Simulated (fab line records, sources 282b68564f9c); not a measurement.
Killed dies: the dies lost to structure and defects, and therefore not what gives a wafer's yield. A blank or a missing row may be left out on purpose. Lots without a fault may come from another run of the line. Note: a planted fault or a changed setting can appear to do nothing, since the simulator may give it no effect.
8D (eight disciplines) problem report, filled in by code | flow ritCmos | the parts of the form that need people (team, actions taken, sign-off) are left out

1. THE ISSUE
At RIT_SILICIDE_RTA_04, wafer_temp_C_max averages 646.1 over 6 wafers from 2 lots, while fault-free wafers read 652.5, standard deviation 0.87. Measured from the usual mean, that is -7.4 standard deviations.
The step: time 10 s, ramp up 5 s, ramp down 5 s.
Seen first at day 4 21:09 on rtpAnneal-01, wafer L290.1. The record holds 42 wafers of 14 lots with a number at this step. Rule for "out", or "out of limits": more than 4 standard deviations from the usual mean. The other wafers with a number count as sound.

2. WHAT THIS IS AND IS NOT
question                    | is                     | is not
which readings at this step | wafer_temp_C_max       | -
which lots                  | L290, L292             | L283, L284, L285, L286, L287, L288, L297, L299, L301, L303, L304, L305
which wafers of those lots  | all that have a number | -
read on which tools         | rtpAnneal-01           | rtpAnneal-02
when                        | from day 4 21:09       | up to then (18 sound wafers); but 18 sound wafers of L297, L299, L301, L303, L304, L305 came after

3. SUSPECTS, AND WHAT RULES EACH OUT
Counting: a tool at a process step up to the reading stays a suspect if it ran every lot that is out and no sound lot after the first of them.
- rtpAnneal-01 at RIT_SILICIDE_RTA_04 (time 10 s, ramp up 5 s, ramp down 5 s): ruled out as a lasting fault. After its first lot that is out, L290 (day 4 21:09), sound lots L304 ran on it.
Left after counting: nothing in the record.

4. THE CAUSE (what the simulator had put in)
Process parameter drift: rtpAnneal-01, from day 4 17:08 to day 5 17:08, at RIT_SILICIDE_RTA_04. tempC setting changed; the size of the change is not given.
Counting ruled it out, wrongly.

5. THE EFFECT CHAIN, in route order
Each row: a reading where the mean over the struck wafers with a number is more than 3 standard deviations away from the usual. Only readings whose record carries a usual standard deviation are examined. hours: median over the lots of the time between each lot's start at the first step of this table that gives one and its start at this step. sigmas: the change, counted in usual standard deviations.
hours | step                | reading          | usual | on struck wafers | change | sigmas
0     | RIT_SILICIDE_RTA_04 | wafer_temp_C_max | 652.5 | 646.1            | -6.4   | -7.4
It contains these process steps:
- RIT_SILICIDE_RTA_04: time 10 s, ramp up 5 s, ramp down 5 s.

6. HOW IT WOULD HAVE BEEN CAUGHT EARLIER
4 hours passed between the start of the fault at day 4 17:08 and the first reading out of limits in this record, taken at day 4 21:09.
